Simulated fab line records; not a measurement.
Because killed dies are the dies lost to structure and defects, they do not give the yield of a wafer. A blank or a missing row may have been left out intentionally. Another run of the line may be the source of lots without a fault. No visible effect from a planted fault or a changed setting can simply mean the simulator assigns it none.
fab line records | flow rit-cmos
[record] lots = 7 | wafers = 21 | last-day = 7
route steps=202 shown NSD@134 PSD@142
lots that met no fault: from a run of the same line without faults
start-h: the number of hours between the record's first day and the start of the first shown wafer of the lot | wait-h: how many hours have passed since the lot's step before this one | " identical to the entry in the row above | L1.1+2: one row covering several wafers at once | - no value, or no start given | * or withheld: withheld | < > ~ a bound
route shown NAME@n: a module of which the file shows steps, and the number in the route of the first | usual: mean and standard deviation over wafers with no fault | same: alike in all rows | chamber/n: place in a boat | sites: the reading at each site | _std_site: the standard deviation of these | _edge_site: inner sites' mean taken away from outer sites' mean | radius-mm: for every site, how far away it sits from the centre of the wafer | mask NAME#n: copy n | behind: the last tool/chamber to shape the wafer | hold: why the lot was held/for how many hours/how that ended | device: the transistor (n, p or np) that didn't switch | end of line: the tests these same wafers got at the end of their route | where a step has no rows: the recipe by itself | killed: at the first sort, the dies lost to defects and structure; wafer yield is something else | map: a wafer's dies, x killed, . not, _ none there
set.NAME: the setting as run; set.NAME@STEP: as run at that earlier step | model.NAME: the simulator's own value behind a step, which no gauge read
lots seen at some steps along the route; tables by step, rows by wafer
services: when a tool's chamber went out of use (start-h, in hours from the record's first day, below 0 if earlier), for how many hours, and the reason
[[steps]]
[step RIT_NSD_EXPOSE_03]
[recipe] mask-id = M9 | na = 0.57 | target-cd-nm = 40700 | dose-mj = 250
[step RIT_NSD_PEB_04]
[recipe] resist = NOVOLAK | temp-c = withheld | time-s = withheld
[step RIT_NSD_DEVELOP_05]
[recipe] resist = NOVOLAK | develop-time-s = 50 | dev-temp-c = 23
[step RIT_NSD_OVL_MEAS_06]
[usual] NSD_OVL = 0.8/1.5
lot.wafer | tool       | chamber | start-h | wait-h | NSD_OVL[nm]
L229.2    | overlay-02 | -       | 63.99   | -      | 0.2
L229.5    | "          | -       | "       | "      | -0.1
L229.6    | "          | -       | "       | "      | -1.4
L230.2    | overlay-02 | -       | 66.90   | -      | 1.3
L230.3    | "          | -       | "       | "      | -0.6
L230.5    | "          | -       | "       | "      | -0.3
L236.4    | overlay-01 | -       | 102.28  | -      | 1.9
L236.5    | "          | -       | "       | "      | 0.8
L236.6    | "          | -       | "       | "      | 3.0
L237.3    | overlay-01 | -       | 103.86  | -      | 1.3
L237.5    | "          | -       | "       | "      | 1.3
L237.6    | "          | -       | "       | "      | 1.0
L238.2    | overlay-02 | -       | 107.19  | -      | 0.6
L238.3    | "          | -       | "       | "      | 0.8
L238.6    | "          | -       | "       | "      | 1.1
L244.1    | overlay-02 | -       | 136.17  | -      | 1.9
L244.4    | "          | -       | "       | "      | 1.5
L244.5    | "          | -       | "       | "      | -0.9
L248.2    | overlay-01 | -       | 154.10  | -      | -0.2
L248.3    | "          | -       | "       | "      | -2.3
L248.4    | "          | -       | "       | "      | -0.2
[step RIT_NSD_HARDBAKE_07]
[recipe] resist = NOVOLAK | temp-c = 140 | time-s = 60
[step RIT_NSD_IMPLANT_08]
[recipe] species = P | energy-kev = 25 | dose-cm2 = 1e+15 | tilt-deg = 7
[step RIT_NSD_STRIP_09]
[recipe] chemistry = O2 | time-s = 180 | resist = NOVOLAK | platen-temp-c = withheld | power-w = 500 | pressure-mtorr = 4000 | o2-flow-sccm = 4000
[usual] drypump-motor-current-A = 5.6/0.41 | o2-flow-sccm = 4002/13
lot.wafer | tool            | chamber | start-h | wait-h | drypump-motor-current-A | o2-flow-sccm | rf-hours-counter-h
L229.2    | plasma-asher-04 | 0       | 64.32   | 0.1    | 5.5                     | 4010         | 27
L229.5    | "               | 0       | "       | "      | 5.5                     | 4007         | -
L229.6    | "               | 1       | "       | "      | 6.0                     | 3981         | -
L230.2    | plasma-asher-03 | 0       | 67.23   | 0.1    | 5.6                     | 3992         | 42
L230.3    | "               | 0       | "       | "      | 5.6                     | 4009         | -
L230.5    | "               | 0       | "       | "      | 5.7                     | 4006         | -
L236.4    | plasma-asher-02 | 0       | 102.66  | 0.1    | 5.0                     | 4001         | -
L236.5    | "               | 0       | "       | "      | 5.0                     | 4002         | -
L236.6    | "               | 1       | "       | "      | 6.0                     | 4011         | -
L237.3    | plasma-asher-02 | 1       | 104.25  | 0.1    | 6.0                     | 4022         | -
L237.5    | "               | 1       | "       | "      | 6.0                     | 4011         | -
L237.6    | "               | 0       | "       | "      | 5.0                     | 4009         | -
L238.2    | plasma-asher-02 | 1       | 107.73  | 0.1    | 6.0                     | 4006         | 47
L238.3    | "               | 1       | "       | "      | 6.0                     | 4014         | -
L238.6    | "               | 0       | "       | "      | 5.0                     | 3987         | -
L244.1    | plasma-asher-02 | 0       | 136.51  | 0.1    | 5.0                     | 4007         | 3
L244.4    | "               | 0       | "       | "      | 5.0                     | 3989         | -
L244.5    | "               | 0       | "       | "      | 5.0                     | 3997         | -
L248.2    | plasma-asher-04 | 0       | 154.43  | 0.1    | 5.5                     | 4006         | 38
L248.3    | "               | 0       | "       | "      | 5.5                     | 3989         | -
L248.4    | "               | 1       | "       | "      | 6.0                     | 3991         | -
[step RIT_NSD_TW_MEAS_10]
[usual] NSD_TW = 3058/36
lot.wafer | tool          | chamber | start-h | wait-h | NSD_TW
L229.2    | film-metro-02 | -       | 64.50   | 0.1    | 3047
L229.5    | "             | -       | "       | "      | 3033
L229.6    | "             | -       | "       | "      | 3036
L230.2    | film-metro-03 | -       | 67.41   | 0.1    | 3045
L230.3    | "             | -       | "       | "      | 3014
L230.5    | "             | -       | "       | "      | 3036
L236.4    | film-metro-04 | -       | 102.80  | 0.1    | 3097
L236.5    | "             | -       | "       | "      | 3109
L236.6    | "             | -       | "       | "      | 3107
L237.3    | film-metro-03 | -       | 104.38  | 0.1    | 3043
L237.5    | "             | -       | "       | "      | 3055
L237.6    | "             | -       | "       | "      | 3032
L238.2    | film-metro-04 | -       | 107.91  | 0.1    | 3115
L238.3    | "             | -       | "       | "      | 3106
L238.6    | "             | -       | "       | "      | 3105
L244.1    | film-metro-02 | -       | 136.68  | 0.1    | 3077
L244.4    | "             | -       | "       | "      | 3047
L244.5    | "             | -       | "       | "      | 3062
L248.2    | film-metro-03 | -       | 154.61  | 0.1    | 3037
L248.3    | "             | -       | "       | "      | 3039
L248.4    | "             | -       | "       | "      | 3030
[step RIT_PSD_HMDS_00]
[recipe] prime-time-s = 60 | prime-temp-c = 140
[step RIT_PSD_COAT_01]
[recipe] resist = NOVOLAK | spin-rpm = 3250 | resist-thk-nm = 1000
[step RIT_PSD_SOFTBAKE_02]
[recipe] resist = NOVOLAK | temp-c = 90 | time-s = 60
[step RIT_PSD_EXPOSE_03]
[recipe] mask-id = M10 | na = 0.57 | target-cd-nm = 40900 | dose-mj = 250
[step RIT_PSD_PEB_04]
[recipe] resist = NOVOLAK | temp-c = withheld | time-s = withheld
[usual] chill-plate-temp-C = * | exhaust-pa = 44.9/0.91
lot.wafer | tool           | chamber | start-h | wait-h | chill-plate-temp-C | exhaust-pa
L229.2    | litho-track-03 | 0       | 65.27   | 0.1    | *                  | 45.0
L229.5    | "              | 0       | "       | "      | *                  | 47.2
L229.6    | "              | 0       | "       | "      | *                  | 45.1
L230.2    | litho-track-03 | 0       | 68.19   | 0.1    | *                  | 45.5
L230.3    | "              | 0       | "       | "      | *                  | 43.5
L230.5    | "              | 0       | "       | "      | *                  | 45.0
L236.4    | litho-track-01 | -       | 103.60  | 0.1    | -                  | -
L236.5    | "              | -       | "       | "      | -                  | -
L236.6    | "              | -       | "       | "      | -                  | -
L237.3    | litho-track-03 | -       | 105.04  | 0.1    | -                  | -
L237.5    | "              | -       | "       | "      | -                  | -
L237.6    | "              | -       | "       | "      | -                  | -
L238.2    | litho-track-03 | -       | 108.68  | 0.1    | -                  | -
L238.3    | "              | -       | "       | "      | -                  | -
L238.6    | "              | -       | "       | "      | -                  | -
L244.1    | litho-track-02 | 0       | 137.40  | 0.1    | *                  | 46.4
L244.4    | "              | 0       | "       | "      | *                  | 44.9
L244.5    | "              | 0       | "       | "      | *                  | 44.7
L248.2    | litho-track-01 | 0       | 155.38  | 0.1    | *                  | 44.8
L248.3    | "              | 0       | "       | "      | *                  | 45.3
L248.4    | "              | 0       | "       | "      | *                  | 46.7
[step RIT_PSD_DEVELOP_05]
[recipe] resist = NOVOLAK | develop-time-s = 50 | dev-temp-c = 23
[[services]]
tool            | chamber | start-h | hours | kind
litho-track-03  | -       | 59.82   | -     | consumable-replace:filter
plasma-asher-03 | -       | 107.97  | 28.1  | pm
plasma-asher-02 | -       | 108.75  | 9.0   | pm
plasma-asher-02 | 0       | 108.75  | 9.0   | vent-cycle
plasma-asher-02 | 1       | 108.75  | 9.0   | vent-cycle
plasma-asher-02 | 0       | 117.75  | -     | clean
plasma-asher-02 | 1       | 117.75  | -     | clean
plasma-asher-03 | -       | 136.07  | 14.6  | pm
plasma-asher-04 | -       | 138.04  | 2.8   | pm
[[key]]
[first-sign] step = RIT_PSD_PEB_04 | reading = tool-record | direction = missing
effect none on later readings
met-at RIT_PSD_PEB_04
struck-wafers L236.4,L236.5,L236.6,L237.3,L237.5,L237.6,L238.2,L238.3,L238.6
sort-left-out L236.4,L236.5,L236.6,L237.3,L237.5,L237.6,L238.2,L238.3,L238.6
tester-left-out L236,L237,L238
onset-between 68.19 103.60
[fault] kind = skipped-step-whole | tool = litho-track-01,litho-track-03 | chamber = - | onset-h = 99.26 | steps = RIT_PSD_PEB_04 | scope = struck-lots-only
// tester-left-out: of these lots the tester's yield and bins aren't shown, on N5 and GAA mostly nor the transistor test; their killed dies are dies lost to structure and defects alone, not to doping, threshold or leakage, so they don't give the yield
// sort-left-out: the simulated sort isn't trusted on such a fault, so these wafers' sort isn't shown, and their yield isn't known
